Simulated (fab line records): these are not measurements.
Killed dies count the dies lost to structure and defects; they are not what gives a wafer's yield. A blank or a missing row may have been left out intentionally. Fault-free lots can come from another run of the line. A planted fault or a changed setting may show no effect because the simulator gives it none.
Which tool did it? | flow ritCmos | Sampling: 15 lots, 45 wafers, 5 of 202 route steps

WHAT THE GAUGES READ, wafer by wafer
RIT_NWELL_OVL_MEAS_06.
lot  | measured    | on         | NWELL_OVL (nm)
L503 | day 2 07:48 | overlay-02 | -3.2 -3.9 -3.5
L506 | day 2 21:25 | overlay-02 | -0.7 -1.1 -1.7
L508 | day 3 07:08 | overlay-02 | -2.1 0.5 -1.1
L509 | day 3 13:08 | overlay-02 | 1.4 1.1 -0.1
L510 | day 3 18:16 | overlay-02 | 2.4 1.2 1.2
L512 | day 4 03:20 | overlay-02 | -1.8 -0.4 -2.1
L513 | day 4 08:16 | overlay-02 | 1.2 0.0 1.2
L514 | day 4 13:29 | overlay-01 | 0.9 -1.4 -0.5
L515 | day 4 20:20 | overlay-01 | -1.4 -2.3 -2.9
L516 | day 4 23:52 | overlay-01 | -0.3 -1.7 -0.7
L517 | day 5 05:11 | overlay-01 | -2.3 -1.6 -0.1
L518 | day 5 09:08 | overlay-02 | -0.7 -1.0 0.3
L519 | day 5 15:50 | overlay-02 | 0.1 -1.2 0.1
L522 | day 6 05:20 | overlay-02 | 0.5 1.5 -0.1
L524 | day 6 15:16 | overlay-01 | 2.1 2.3 2.5

RIT_GATE_OVL_MEAS_17.
lot  | measured    | on         | GATE_OVL (nm)
L503 | day 2 23:10 | overlay-01 | 1.4 0.7 1.7
L506 | day 3 16:06 | overlay-02 | 1.7 2.4 0.2
L508 | day 3 23:13 | overlay-01 | 2.2 2.5 1.9
L509 | day 4 04:35 | overlay-02 | -0.2 0.6 -0.5
L510 | day 4 10:35 | overlay-02 | 1.5 2.1 0.6
L512 | day 4 19:22 | overlay-01 | 0.6 0.7 -0.8
L513 | day 5 00:10 | overlay-02 | -0.5 -1.0 -1.1
L514 | day 5 05:14 | overlay-02 | -1.3 -2.0 -0.9
L515 | day 5 12:02 | overlay-02 | 0.4 1.3 1.7
L516 | day 5 16:51 | overlay-02 | -1.9 -2.5 -1.9
L517 | day 5 20:38 | overlay-01 | -1.6 -1.1 0.1
L518 | day 6 01:37 | overlay-02 | 0.5 -1.4 -2.0
L519 | day 6 08:13 | overlay-02 | 2.1 2.2 1.5
L522 | day 6 21:13 | overlay-02 | -0.1 -1.2 -0.7
L524 | day 7 07:29 | overlay-02 | 1.8 2.7 4.3

RIT_SDANNEAL_RS_MEAS_05: measures by four-point-probe.
lot  | measured    | on           | NSD_RS (ohm/sq)
L503 | day 3 12:33 | filmMetro-04 | 84.80 84.77 84.97
L506 | day 4 04:44 | filmMetro-01 | 84.91 84.96 84.89
L508 | day 4 12:20 | filmMetro-01 | 84.86 85.00 84.76
L509 | day 4 18:07 | filmMetro-03 | 84.49 84.30 84.43
L510 | day 5 00:41 | filmMetro-04 | 84.50 84.63 84.43
L512 | day 5 08:25 | filmMetro-03 | 84.35 84.37 84.35
L513 | day 5 13:31 | filmMetro-03 | 81.93 81.67 81.92
L514 | day 5 19:04 | filmMetro-04 | 84.50 84.43 84.60
L515 | day 6 01:41 | filmMetro-01 | 82.31 82.12 82.17
L516 | day 6 05:32 | filmMetro-04 | 81.56 81.68 81.92
L517 | day 6 09:18 | filmMetro-04 | 84.40 84.48 84.23
L518 | day 6 16:58 | filmMetro-03 | 84.86 84.86 84.79
L519 | day 6 21:04 | filmMetro-03 | 84.45 84.12 84.40
L522 | day 7 10:02 | filmMetro-01 | 84.78 84.70 84.51
L524 | day 7 20:01 | filmMetro-03 | 84.85 84.89 84.70

RIT_SDANNEAL_RS_MEAS_07: measures by four-point-probe.
lot  | measured    | on           | NLDD_RS (ohm/sq)
L503 | day 3 12:47 | filmMetro-04 | 151.3 151.4 151.4
L506 | day 4 04:58 | filmMetro-01 | 152.0 152.2 152.0
L508 | day 4 12:35 | filmMetro-01 | 152.2 152.4 152.4
L509 | day 4 18:21 | filmMetro-03 | 151.8 150.7 151.2
L510 | day 5 00:55 | filmMetro-04 | 152.1 151.9 151.6
L512 | day 5 08:40 | filmMetro-03 | 151.5 151.5 151.2
L513 | day 5 13:45 | filmMetro-03 | 151.4 151.6 151.8
L514 | day 5 19:18 | filmMetro-04 | 151.4 151.2 150.9
L515 | day 6 01:55 | filmMetro-01 | 151.8 151.4 151.7
L516 | day 6 05:46 | filmMetro-04 | 152.0 152.7 152.1
L517 | day 6 09:32 | filmMetro-04 | 151.3 151.0 151.4
L518 | day 6 17:12 | filmMetro-03 | 151.2 151.0 151.0
L519 | day 6 21:18 | filmMetro-03 | 152.2 152.8 152.4
L522 | day 7 10:17 | filmMetro-01 | 151.8 152.7 152.7
L524 | day 7 20:16 | filmMetro-03 | 151.3 152.0 151.6

TOOL THAT RAN EACH LOT (tool first, then ch and the chambers of the sampled wafers, then the start)
lot  | RIT_NSD_IMPLANT_08
L503 | implanter-04 ch 0, day 3 10:04
L506 | implanter-04 ch 0, day 4 02:12
L508 | implanter-04 ch 0, day 4 09:50
L509 | implanter-03 ch 0, day 4 15:38
L510 | implanter-04 ch 0, day 4 21:59
L512 | implanter-02 ch 0, day 5 05:55
L513 | implanter-04 ch 0, day 5 11:08
L514 | implanter-02 ch 0, day 5 16:41
L515 | implanter-04 ch 0, day 5 23:07
L516 | implanter-04 ch 0, day 6 03:07
L517 | implanter-03 ch 0, day 6 06:48
L518 | implanter-03 ch 0, day 6 14:32
L519 | implanter-02 ch 0, day 6 18:29
L522 | implanter-03 ch 0, day 7 07:32
L524 | implanter-03 ch 0, day 7 17:39
- RIT_NSD_IMPLANT_08

WHAT THE TOOLS THEMSELVES READ (means of the sampled wafers that have a number; where no wafer has one, the mark that the record gives instead)
RIT_NSD_IMPLANT_08.
lot  | tool         | doseIonsCm2 | faradayCurrentUA
L503 | implanter-04 | 1.0009e+15  | 3063
L506 | implanter-04 | 9.9937e+14  | 3147
L508 | implanter-04 | 1.0010e+15  | 3140
L509 | implanter-03 | 1.0012e+15  | 3185
L510 | implanter-04 | 9.9997e+14  | 3165
L512 | implanter-02 | 9.9997e+14  | 3130
L513 | implanter-04 | 1.0438e+15  | 3325
L514 | implanter-02 | 9.9970e+14  | 3067
L515 | implanter-04 | 1.0435e+15  | 3264
L516 | implanter-04 | 1.0437e+15  | 3208
L517 | implanter-03 | 9.9957e+14  | 3134
L518 | implanter-03 | 1.0009e+15  | 3145
L519 | implanter-02 | 1.0000e+15  | 3116
L522 | implanter-03 | 9.9883e+14  | 3170
L524 | implanter-03 | 9.9887e+14  | 3104

THE ANSWER, worked out from the rows above alone
Rule: what is usual is taken from the lots themselves. The widest of any qualifying gaps counts: lots, ordered by their means at a reading, are off when they make up no more than a third of the lots, leave a main group of 4 or more, and stand apart from it by 3 or more times the standard deviation of that group's means. The tables above print the reading to a certain number of digits; a main group whose means all agree to those digits is not used. Also off: a lot with no number at a reading for which 4 or more lots have one. All remaining lots with rows at the step are treated as sound. After the gauges, taken in route order, come the tools' own readings; for these a lot's mean is taken, as printed above. At the first step where some lot is off, the reading lying furthest off is the one used; lots without a number count as furthest.
Off: at RIT_SDANNEAL_RS_MEAS_05 (NSD_RS), L513, L515, L516. The main group has a mean of 84.62 ohm/sq with a standard deviation of 0.22.
If a tool, at a process step before that reading, ran all the lots that are off and no sound lot after the first of them, it fits. The gauges at RIT_SDANNEAL_RS_MEAS_05 aren't tried: what is off there is off at RIT_NSD_IMPLANT_08 too, on other tools, and a gauge's error can't cause that. One fits: implanter-04 at RIT_NSD_IMPLANT_08. A fault onset in the window from L510 (day 4 21:59, its last sound lot) to L513 (day 5 11:08, its first lot off) fits.
The tool's own readings at RIT_NSD_IMPLANT_08 bear it out: on the lots that are off they differ by more than 5 times the standard deviation of the sound lots' means. doseIonsCm2 reads 1.0437e+15 there against 1.0000e+15 on the sound lots.

WHAT WAS PUT IN BY THE SIMULATOR
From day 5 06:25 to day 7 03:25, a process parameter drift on implanter-04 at RIT_NSD_IMPLANT_08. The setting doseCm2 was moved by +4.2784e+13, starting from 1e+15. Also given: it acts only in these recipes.
Struck lots among those shown: L513, L515, L516. The same result came from the rule above.
